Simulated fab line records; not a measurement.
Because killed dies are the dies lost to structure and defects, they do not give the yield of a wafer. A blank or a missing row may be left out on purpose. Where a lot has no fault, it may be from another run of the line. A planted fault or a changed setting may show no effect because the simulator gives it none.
fab line records ; flow rit_cmos
record lots=6; wafers=18; last_day=6
route steps=202 shown ACTIVE@2
lots that met no fault: taken from a fault-free run of the same line
start_h: the number of hours between the record's first day and the start of the first shown wafer of the lot ; wait_h: time in hours since the lot's previous step ; " same as the row above ; L1.1+2: several wafers, shown together as one row ; - no value, or no start given ; * or withheld: withheld ; < > ~ a bound
route shown NAME@n: NAME is a module with steps in the file, n the number in the route of the first one ; usual: average and standard deviation across the fault-free wafers ; same: alike in all rows ; chamber/n: place in a boat ; sites: per-site readings ; _std_site: their standard deviation ; _edge_site: mean of outer sites minus mean of inner sites ; radius_mm: how far each site lies from the wafer's centre ; mask NAME#n: copy n ; behind: the tool/chamber that last shaped the wafer ; hold: why the lot went on hold/how many hours it stayed there/how the hold came to an end ; device: transistor that didn't switch, given as n, p or np ; end of line: tests of these same wafers at the route's end ; a step without rows: its recipe alone ; killed: dies lost to structure and defects at the first sort, not the wafer's yield ; map: per-die view of a wafer (x killed, . not killed, _ where there is no die)
set.NAME: the setting that was run; set.NAME@STEP: the one run at that earlier step ; model.NAME: the simulator's own value behind a step, which no gauge read
lots seen at some steps along the route; tables by step, rows by wafer
services: a tool's chamber out of use, with start hour (start_h, from the record's first day; less than 0 if before it), hours out, and reason
## steps
# step RIT_ACTIVE_OXIDATION_01
# recipe temp_c=1000; ambient=O2; target_thk_a=468; ox_time_s=3360
# step RIT_ACTIVE_THK_MEAS_02
# recipe reads=SiO2_of_ACTIVE_OXIDATION_01
# usual ACTIVE_OXIDE_THK=46.6/0.81
lot.wafer;tool;chamber;start_h;wait_h;ACTIVE_OXIDE_THK[nm]
L140.1;film_metro-04;-;12.12;0.0;46.9
L140.4;film_metro-04;-;12.12;0.0;46.9
L140.5;film_metro-04;-;12.12;0.0;46.7
L142.1;film_metro-04;-;22.05;0.0;46.8
L142.4;film_metro-04;-;22.05;0.0;47.1
L142.6;film_metro-04;-;22.05;0.0;46.2
L149.3;film_metro-02;-;57.07;0.0;46.5
L149.5;film_metro-02;-;57.07;0.0;46.1
L149.6;film_metro-02;-;57.07;0.0;46.8
L150.2;film_metro-03;-;62.06;0.0;46.1
L150.4;film_metro-03;-;62.06;0.0;46.9
L150.5;film_metro-03;-;62.06;0.0;45.4
L155.1;film_metro-04;-;87.05;0.0;46.1
L155.4;film_metro-04;-;87.05;0.0;46.1
L155.6;film_metro-04;-;87.05;0.0;46.6
L159.2;film_metro-04;-;107.06;0.0;46.6
L159.4;film_metro-04;-;107.06;0.0;45.9
L159.6;film_metro-04;-;107.06;0.0;46.0
# step RIT_ACTIVE_CVD_03
# recipe material=Si3N4; target_thk_nm=150; temp_c=810; precursor=SiH2Cl2/NH3; time_s=1500; pressure_mtorr=300; sih2cl2_flow_sccm=60; nh3_flow_sccm=150
# step RIT_ACTIVE_THK_MEAS_04
# recipe reads=Si3N4_of_ACTIVE_CVD_03
# usual ACTIVE_NITRIDE_THK=150.2/1.4
lot.wafer;tool;chamber;start_h;wait_h;ACTIVE_NITRIDE_THK[nm]
L140.1;film_metro-02;-;13.60;0.0;150.6
L140.4;film_metro-02;-;13.60;0.0;151.0
L140.5;film_metro-02;-;13.60;0.0;149.7
L142.1;film_metro-02;-;23.57;0.0;152.0
L142.4;film_metro-02;-;23.57;0.0;150.6
L142.6;film_metro-02;-;23.57;0.0;150.3
L149.3;film_metro-03;-;58.55;0.0;150.7
L149.5;film_metro-03;-;58.55;0.0;151.0
L149.6;film_metro-03;-;58.55;0.0;150.4
L150.2;film_metro-04;-;63.54;0.0;146.7
L150.4;film_metro-04;-;63.54;0.0;148.9
L150.5;film_metro-04;-;63.54;0.0;147.7
L155.1;film_metro-04;-;88.53;0.0;148.9
L155.4;film_metro-04;-;88.53;0.0;148.2
L155.6;film_metro-04;-;88.53;0.0;149.4
L159.2;film_metro-03;-;108.54;0.0;150.6
L159.4;film_metro-03;-;108.54;0.0;149.7
L159.6;film_metro-03;-;108.54;0.0;148.9
# step RIT_ACTIVE_HMDS_05
# recipe prime_time_s=60; prime_temp_c=140
# step RIT_ACTIVE_COAT_06
# recipe resist=NOVOLAK; spin_rpm=3250; resist_thk_nm=1000
# step RIT_ACTIVE_SOFTBAKE_07
# recipe resist=NOVOLAK; temp_c=90; time_s=60
# step RIT_ACTIVE_EXPOSE_08
# recipe mask_id=M1; na=0.6; source_shape=conventional; sigma_outer=0.6; target_cd_nm=1400; dose_mj=225
# step RIT_ACTIVE_PEB_09
# recipe resist=NOVOLAK; temp_c=withheld; time_s=withheld
# step RIT_ACTIVE_DEVELOP_10
# recipe resist=NOVOLAK; develop_time_s=50; dev_temp_c=23
# step RIT_ACTIVE_CD_MEAS_11
# recipe target_cd_nm=1400
# usual cd_nm=1400.5/2.3
lot.wafer;tool;chamber;start_h;wait_h;cd_nm
L140.1;cd_sem-02;-;14.51;-;1398.6
L140.4;cd_sem-02;-;14.51;-;1398.7
L140.5;cd_sem-02;-;14.51;-;1396.2
L142.1;cd_sem-01;-;24.48;-;1399.1
L142.4;cd_sem-01;-;24.48;-;1399.1
L142.6;cd_sem-01;-;24.48;-;1398.4
L149.3;cd_sem-01;-;59.48;-;1398.0
L149.5;cd_sem-01;-;59.48;-;1399.0
L149.6;cd_sem-01;-;59.48;-;1400.3
L150.2;cd_sem-01;-;64.58;-;1403.2
L150.4;cd_sem-01;-;64.58;-;1405.5
L150.5;cd_sem-01;-;64.58;-;1403.0
L155.1;cd_sem-01;-;89.56;-;1400.0
L155.4;cd_sem-01;-;89.56;-;1395.9
L155.6;cd_sem-01;-;89.56;-;1397.1
L159.2;cd_sem-02;-;109.58;-;1399.8
L159.4;cd_sem-02;-;109.58;-;1400.2
L159.6;cd_sem-02;-;109.58;-;1398.1
# step RIT_ACTIVE_HARDBAKE_12
# recipe resist=NOVOLAK; temp_c=140; time_s=60
# step RIT_ACTIVE_ETCH_13
# recipe stop_on=SiO2; chemistry=SF6; target=Si3N4; time_s=210; over_etch_frac=0.4; SF6_flow_sccm=200; pressure_mtorr=260; rf_w=125; target_depth_a=2100
# usual SF6_flow_sccm=199.9/0.6; chamber_pressure_mTorr=260.00/0.22; drypump_motor_current_A=5.9/0.36; oes_product_au=0.823/0.015; throttle_valve_pct=7.44/0.094
lot.wafer;tool;chamber;start_h;wait_h;SF6_flow_sccm;chamber_pressure_mTorr;drypump_motor_current_A;oes_product_au;rf_hours_counter_h;throttle_valve_pct;model.NOVOLAK_of_ACTIVE_COAT_06.thk_nm
L140.1;rie_diel-03;2;14.78;0.1;198.9;260.35;6.7;0.810;49;7.46;666.1
L140.4;rie_diel-03;3;14.78;0.1;200.4;260.25;5.7;0.817;119;7.37;656.8
L140.5;rie_diel-03;0;14.78;0.1;200.0;260.01;5.6;0.828;-;7.47;642.9
L142.1;rie_diel-04;0;24.75;0.1;199.8;260.03;5.9;0.834;121;7.49;661.8
L142.4;rie_diel-04;1;24.75;0.1;199.6;259.75;6.1;0.819;115;7.54;664.1
L142.6;rie_diel-04;0;24.75;0.1;199.9;259.76;5.9;0.826;-;7.48;661.1
L149.3;rie_diel-03;3;59.71;0.1;-;-;-;-;-;-;884.3
L149.5;rie_diel-03;3;59.71;0.1;-;-;-;-;-;-;882.9
L149.6;rie_diel-03;2;59.71;0.1;-;-;-;-;-;-;882.7
L150.2;rie_diel-03;3;64.83;0.1;-;-;-;-;-;-;888.9
L150.4;rie_diel-03;2;64.83;0.1;-;-;-;-;-;-;890.8
L150.5;rie_diel-03;3;64.83;0.1;-;-;-;-;-;-;888.6
L155.1;rie_diel-04;0;89.83;0.1;199.8;259.84;5.9;0.823;122;7.48;661.4
L155.4;rie_diel-04;1;89.83;0.1;200.1;259.94;6.1;0.805;116;7.54;663.4
L155.6;rie_diel-04;1;89.83;0.1;199.4;259.86;6.2;0.821;-;7.53;661.9
L159.2;rie_diel-02;1;109.83;0.1;199.2;259.91;5.9;0.827;54;7.22;644.1
L159.4;rie_diel-02;3;109.83;0.1;198.8;259.88;5.5;0.829;97;7.60;666.3
L159.6;rie_diel-02;2;109.83;0.1;200.3;259.92;5.4;0.792;-;7.45;654.3
# step RIT_ACTIVE_STRIP_14
# recipe chemistry=O2; time_s=180; resist=NOVOLAK; platen_temp_c=withheld; power_w=500; pressure_mtorr=4000; o2_flow_sccm=4000
# usual chamber_pressure_mTorr=4001/3.6; drypump_motor_current_A=5.6/0.39
lot.wafer;tool;chamber;start_h;wait_h;chamber_pressure_mTorr;drypump_motor_current_A;rf_hours_counter_h
L140.1;plasma_asher-02;1;14.91;0.1;4000;5.5;36
L140.4;plasma_asher-02;0;14.91;0.1;4000;5.2;-
L140.5;plasma_asher-02;1;14.91;0.1;4004;5.5;-
L142.1;plasma_asher-02;1;24.89;0.1;3998;5.5;37
L142.4;plasma_asher-02;1;24.89;0.1;4009;5.5;-
L142.6;plasma_asher-02;0;24.89;0.1;3999;5.2;-
L149.3;plasma_asher-01;0;59.90;0.1;4005;6.1;-
L149.5;plasma_asher-01;0;59.90;0.1;3999;6.1;-
L149.6;plasma_asher-01;1;59.90;0.1;4005;5.4;-
L150.2;plasma_asher-01;1;64.97;0.1;3998;5.4;37
L150.4;plasma_asher-01;0;64.97;0.1;4008;6.1;-
L150.5;plasma_asher-01;0;64.97;0.1;3998;6.1;-
L155.1;plasma_asher-03;1;89.97;0.1;4006;5.5;33
L155.4;plasma_asher-03;1;89.97;0.1;4000;5.5;-
L155.6;plasma_asher-03;1;89.97;0.1;4004;5.5;-
L159.2;plasma_asher-03;0;109.97;0.1;4006;6.3;34
L159.4;plasma_asher-03;0;109.97;0.1;3995;6.3;-
L159.6;plasma_asher-03;0;109.97;0.1;3997;6.3;-
# step RIT_ACTIVE_CD_MEAS_90
# recipe target_cd_nm=1400
# usual cd_nm=1400.5/2.4
lot.wafer;tool;chamber;start_h;wait_h;cd_nm
L140.1;cd_sem-01;-;15.09;0.1;1398.8
L140.4;cd_sem-01;-;15.09;0.1;1398.9
L140.5;cd_sem-01;-;15.09;0.1;1395.7
L142.1;cd_sem-02;-;25.06;0.1;1399.4
L142.4;cd_sem-02;-;25.06;0.1;1399.0
L142.6;cd_sem-02;-;25.06;0.1;1398.6
L149.3;cd_sem-02;-;60.06;0.1;-
L149.5;cd_sem-02;-;60.06;0.1;-
L149.6;cd_sem-02;-;60.06;0.1;-
L150.2;cd_sem-01;-;65.16;0.1;-
L150.4;cd_sem-01;-;65.16;0.1;-
L150.5;cd_sem-01;-;65.16;0.1;-
L155.1;cd_sem-02;-;90.14;0.1;1399.8
L155.4;cd_sem-02;-;90.14;0.1;1396.3
L155.6;cd_sem-02;-;90.14;0.1;1396.9
L159.2;cd_sem-01;-;110.16;0.1;1399.0
L159.4;cd_sem-01;-;110.16;0.1;1399.8
L159.6;cd_sem-01;-;110.16;0.1;1398.1
# step RIT_ACTIVE_CLEAN_15
# recipe chemistry=SC1; mix=3:3:50; time_s=600; temp_c=75
## services
tool;chamber;start_h;hours;kind
plasma_asher-01;-;6.28;39.1;repair
rie_diel-02;3;7.21;1.9;repair
plasma_asher-01;-;26.78;5.5;repair
rie_diel-04;-;28.55;2.8;pm
plasma_asher-01;-;46.76;12.8;repair
rie_diel-02;2;48.25;9.4;repair
rie_diel-02;-;62.39;2.6;repair
plasma_asher-02;-;69.46;7.5;repair
rie_diel-04;2;81.07;4.4;repair
plasma_asher-03;-;93.85;2.8;pm
rie_diel-03;1;99.89;-;clean
rie_diel-03;1;99.89;15.5;scheduled_down
rie_diel-03;1;99.89;15.5;vent_cycle
rie_diel-04;-;103.65;0.6;repair
rie_diel-03;-;106.14;1.3;repair
plasma_asher-02;-;108.75;9.0;pm
plasma_asher-02;0;108.75;9.0;vent_cycle
plasma_asher-02;1;108.75;9.0;vent_cycle
## key
first_sign step=RIT_ACTIVE_ETCH_13; reading=tool_record; direction=missing
effect step=RIT_ACTIVE_CD_MEAS_90; reading=cd_nm; direction=missing
model_effect step=RIT_ACTIVE_ETCH_13; value=NOVOLAK_of_ACTIVE_COAT_06.thk_nm; without=660.6; struck=886.4
met_at RIT_ACTIVE_ETCH_13
struck_wafers L149.3,L149.5,L149.6,L150.2,L150.4,L150.5
later_rows_left_out L149.3,L149.5,L149.6,L150.2,L150.4,L150.5
sort_left_out L149.3,L149.5,L149.6,L150.2,L150.4,L150.5
tester_left_out L149,L150
onset_between 14.78 59.71
fault kind=skipped_step_whole; tool=rie_diel-03; chamber=-; onset_h=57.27; steps=RIT_ACTIVE_ETCH_13; scope=struck_lots_only
# tester_left_out: of these lots the tester's yield and bins aren't shown, on N5 and GAA mostly nor the transistor test; their killed dies are dies lost to structure and defects alone, not to doping, threshold or leakage, so they don't give the yield
# sort_left_out: the simulated sort isn't trusted on such a fault, so these wafers' sort isn't shown, and their yield isn't known
# later_rows_left_out: the simulator's readings of these wafers behind a module that went badly wrong aren't trusted and aren't shown, but for the sort
